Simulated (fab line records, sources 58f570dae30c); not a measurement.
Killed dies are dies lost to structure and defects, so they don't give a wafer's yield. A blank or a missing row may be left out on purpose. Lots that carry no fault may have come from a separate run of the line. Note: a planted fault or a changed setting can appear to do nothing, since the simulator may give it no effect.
Which tool is to blame?    flow berkeley_cmos170    7 lots with 21 wafers sampled at 4 steps, on a route of 331 steps

== WHAT THE GAUGES SHOWED, per wafer ==
UCB170_SDANNEAL_RS_MEAS_02: the measuring method here is four-point-probe.
lot   measured      on             PSD_RS (ohm/sq)
L447  day 8 10:57   film_metro-02  75.87 76.16 75.83
L449  day 8 18:47   film_metro-03  75.56 75.62 75.86
L452  day 9 13:46   film_metro-03  75.46 75.44 75.67
L456  day 10 07:41  film_metro-04  84.46 84.42 84.31
L459  day 11 01:16  film_metro-04  75.46 75.51 75.35
L464  day 12 04:02  film_metro-04  75.65 75.79 75.39
L469  day 12 21:29  film_metro-02  75.65 75.31 75.64

== EACH LOT AND THE TOOL THAT RAN IT (in order: tool; ch and the chambers of the sampled wafers; start) ==
lot   UCB170_SPACER_CVD_00             UCB170_SDANNEAL_RTA_00            UCB170_SDANNEAL_RTA_01
L447  pecvd-02 ch 0,1,2, day 7 22:06   rtp_anneal-01 ch 0, day 8 10:49   rtp_anneal-01 ch 0, day 8 10:52
L449  pecvd-04 ch 0,1, day 8 08:10     rtp_anneal-01 ch 0, day 8 18:39   rtp_anneal-01 ch 0, day 8 18:43
L452  pecvd-02 ch 0,2, day 8 21:29     rtp_anneal-01 ch 0, day 9 13:38   rtp_anneal-01 ch 0, day 9 13:41
L456  pecvd-02 ch 0,1,2, day 9 18:20   rtp_anneal-01 ch 0, day 10 07:34  rtp_anneal-01 ch 0, day 10 07:37
L459  pecvd-02 ch 0,1,2, day 10 11:31  rtp_anneal-02 ch 0, day 11 01:07  rtp_anneal-02 ch 0, day 11 01:11
L464  pecvd-01 ch 0,1,2, day 11 16:05  rtp_anneal-02 ch 0, day 12 03:54  rtp_anneal-02 ch 0, day 12 03:58
L469  pecvd-01 ch 0,2, day 12 07:22    rtp_anneal-02 ch 0, day 12 21:22  rtp_anneal-02 ch 0, day 12 21:25
- UCB170_SPACER_CVD_00: deposits SiO2 from TEOS/O2, target thk 376 nm, time 47 s.
- UCB170_SDANNEAL_RTA_00: time 10 s.
- UCB170_SDANNEAL_RTA_01: time 5 s.

== THE ANSWER, worked out from the rows above alone ==
Rule: the usual values come from the lots themselves. Put in order of their means at a reading, lots are off if they are a third of the lots or fewer, leave a main group of 4 or more, and stand apart from it by a gap of 3 or more times the standard deviation of the main group's means; of several such gaps the widest counts. A main group whose means are all the same, to the digits that the tables above print for the reading, isn't used. A lot without any number at a reading at which 4 lots or more have one is off too. Where the step has rows for the other lots, those lots are counted as sound.
Off: at UCB170_SDANNEAL_RS_MEAS_02 (PSD_RS), L456. The main group: mean 75.62 ohm/sq, standard deviation 0.17.
If a tool, at a process step before that reading, ran all the lots that are off and no sound lot after the first of them, it fits. Gauges at UCB170_SDANNEAL_RS_MEAS_02: tried the same way as those tools. One fits: UCB170_SDANNEAL_RTA_00 and UCB170_SDANNEAL_RTA_01 on rtp_anneal-01. At UCB170_SDANNEAL_RTA_00 its last sound lot is L452 (day 9 13:38), its first lot that is off L456 (day 10 07:34): a fault that began between those two fits.

== WHAT WAS PUT IN BY THE SIMULATOR ==
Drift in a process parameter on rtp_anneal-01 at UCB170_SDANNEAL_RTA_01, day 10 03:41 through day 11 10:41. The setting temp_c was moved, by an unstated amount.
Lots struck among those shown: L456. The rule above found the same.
